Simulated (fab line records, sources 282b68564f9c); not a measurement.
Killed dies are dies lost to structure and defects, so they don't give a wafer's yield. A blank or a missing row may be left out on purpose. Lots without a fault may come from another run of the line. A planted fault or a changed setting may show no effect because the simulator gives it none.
Which tool did it? | flow rit_cmos | 14 lots, 42 wafers sampled, at 1 step of a route of 202

WHAT THE GAUGES READ, wafer by wafer
The record holds no reading of a measuring or inspecting step that can be judged against a usual standard deviation.

WHICH TOOL RAN EACH LOT (tool, then ch and the chambers of the sampled wafers, then the start)
lot  | RIT_PRETRO_COAT_01
L236 | litho_track-01 ch 0, day 2 07:20
L237 | litho_track-03 ch 0, day 2 10:51
L238 | litho_track-03 ch 0, day 2 17:47
L239 | litho_track-01 ch 0, day 2 21:12
L240 | litho_track-03 ch 0, day 3 02:41
L241 | litho_track-03 ch 0, day 3 07:15
L242 | litho_track-01 ch 0, day 3 14:01
L244 | litho_track-01 ch 0, day 3 23:39
L245 | litho_track-01 ch 0, day 4 03:36
L246 | litho_track-03 ch 0, day 4 09:58
L248 | litho_track-01 ch 0, day 4 22:08
L250 | litho_track-01 ch 0, day 5 08:05
L253 | litho_track-01 ch 0, day 5 21:12
L258 | litho_track-01 ch 0, day 7 00:17
- RIT_PRETRO_COAT_01: resist thk 1300 nm.

WHAT THE TOOLS THEMSELVES READ (means of the sampled wafers that have a number; where no wafer has one, the mark that the record gives instead)
RIT_PRETRO_COAT_01.
lot  | tool           | spin_speed_rpm (rpm)
L236 | litho_track-01 | 1999.4
L237 | litho_track-03 | 2000.0
L238 | litho_track-03 | 2000.2
L239 | litho_track-01 | 1999.5
L240 | litho_track-03 | 2000.1
L241 | litho_track-03 | 1998.0
L242 | litho_track-01 | 2000.1
L244 | litho_track-01 | 2000.2
L245 | litho_track-01 | 2000.2
L246 | litho_track-03 | 2001.2
L248 | litho_track-01 | 2001.2
L250 | litho_track-01 | 2000.0
L253 | litho_track-01 | 1380.2
L258 | litho_track-01 | 1380.1

THE ANSWER, worked out from the rows above alone
Rule: what is usual is taken from the lots themselves. Put in order of their means at a reading, lots are off if they are a third of the lots or fewer, leave a main group of 4 or more, and stand apart from it by a gap of 3 or more times the standard deviation of the main group's means; of several such gaps the widest counts. A main group whose means are all the same, to the digits that the tables above print for the reading, isn't used. A lot without any number at a reading at which 4 lots or more have one is off too. The other lots that the step has rows for count as sound. The gauges are gone through in route order, then the tools' own readings, and for those a lot's mean is taken as printed above. The first step at which some lot is off is used, and at that step the reading that is off furthest; a lot without a number counts as furthest.
Off: L253, L258, at RIT_PRETRO_COAT_01 (spin_speed_rpm). The main group: mean 2000.0 rpm, standard deviation 0.8.
A tool fits if, at that step or a process step before it, it ran every lot that is off, and no sound lot after the first of them. One fits: litho_track-01 at RIT_PRETRO_COAT_01. Its last sound lot is L250 (day 5 08:05), its first lot that is off L253 (day 5 21:12): a fault that began between those two fits.
The tool's own readings at RIT_PRETRO_COAT_01 bear it out: on the lots that are off they differ by more than 5 times the standard deviation of the sound lots' means. spin_speed_rpm reads 1380.2 rpm there against 2000.0 rpm on the sound lots.

WHAT THE SIMULATOR HAD PUT IN
Process parameter drift: litho_track-01, from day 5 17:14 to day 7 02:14, at RIT_PRETRO_COAT_01. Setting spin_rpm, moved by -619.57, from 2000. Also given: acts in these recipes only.
Lots struck among those shown: L253, L258. The rule above found the same.
